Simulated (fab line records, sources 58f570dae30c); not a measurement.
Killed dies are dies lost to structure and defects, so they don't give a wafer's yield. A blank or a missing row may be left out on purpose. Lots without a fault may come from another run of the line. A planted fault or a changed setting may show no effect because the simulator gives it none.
Problem report in the 8D (eight disciplines) form, filled by code | flow berkeley_cmos170 | the parts of the form that need people (team, actions taken, sign-off) are left out

1. THE PROBLEM
beam_energy_keV at UCB170_PFIELD_IMPLANT_07 reads a mean of 90.444 on 6 wafers of 2 lots; wafers without a fault read 80.000 with a standard deviation of 0.023. That is +99 or more standard deviations from the usual mean.
First seen on wafer L668.1, day 8 21:09, on implanter-02. The record holds 42 wafers of 14 lots with a number at this step. Rule for "out", or "out of limits": more than 4 standard deviations from the usual mean. The other wafers with a number count as sound.

2. WHAT IT IS AND WHAT IT IS NOT
question                    | is                     | is not
which readings at this step | beam_energy_keV        | -
which lots                  | L668, L669             | L650, L651, L652, L653, L658, L659, L661, L662, L663, L664, L671, L673
which wafers of those lots  | all that have a number | -
read on which tools         | implanter-02           | implanter-01, implanter-03
when                        | from day 8 21:09       | up to then (30 sound wafers); but 6 sound wafers of L671, L673 came after

3. SUSPECTS, AND WHAT RULES EACH OUT
Counting: a tool at a process step up to the reading stays a suspect if it ran every lot that is out and no sound lot after the first of them.
- implanter-02 at UCB170_PFIELD_IMPLANT_07: kept. It ran every lot that is out, first L668 (day 8 21:09), and no sound lot after that; its last sound lot up to then is L661 (day 7 09:24). Its own readings are out on those wafers: beam_energy_keV.
Left after counting: implanter-02 at UCB170_PFIELD_IMPLANT_07.

4. THE CAUSE (what the simulator had put in)
Process parameter drift: implanter-02, from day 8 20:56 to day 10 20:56, at UCB170_PFIELD_IMPLANT_07. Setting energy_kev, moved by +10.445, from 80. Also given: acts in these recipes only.
Counting left only this tool.

5. THE CHAIN OF EFFECTS, in route order
Each row: a reading whose mean over the struck wafers that have a number lies more than 3 standard deviations from the usual. Only readings for which the record gives a usual standard deviation are gone through. hours: the time from each lot's start at the first step in this table that gives one to its start at this step, as a median over the lots. sigmas: the change in usual standard deviations.
hours | step                     | reading         | usual  | on struck wafers | change  | sigmas
0     | UCB170_PFIELD_IMPLANT_07 | beam_energy_keV | 80.000 | 90.444           | +10.444 | +99 or more
The process steps in it:
- UCB170_PFIELD_IMPLANT_07
Later measuring or inspecting steps at which every struck wafer that the step has a row for has a number for every such reading, and none has moved that far: UCB170_PVT_TW_MEAS_09, UCB170_PSD_OVL_MEAS_07.

6. WHAT WOULD HAVE CAUGHT IT SOONER
In this record the first reading out of limits was taken at day 8 21:09, 0 hours after the fault began at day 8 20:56.
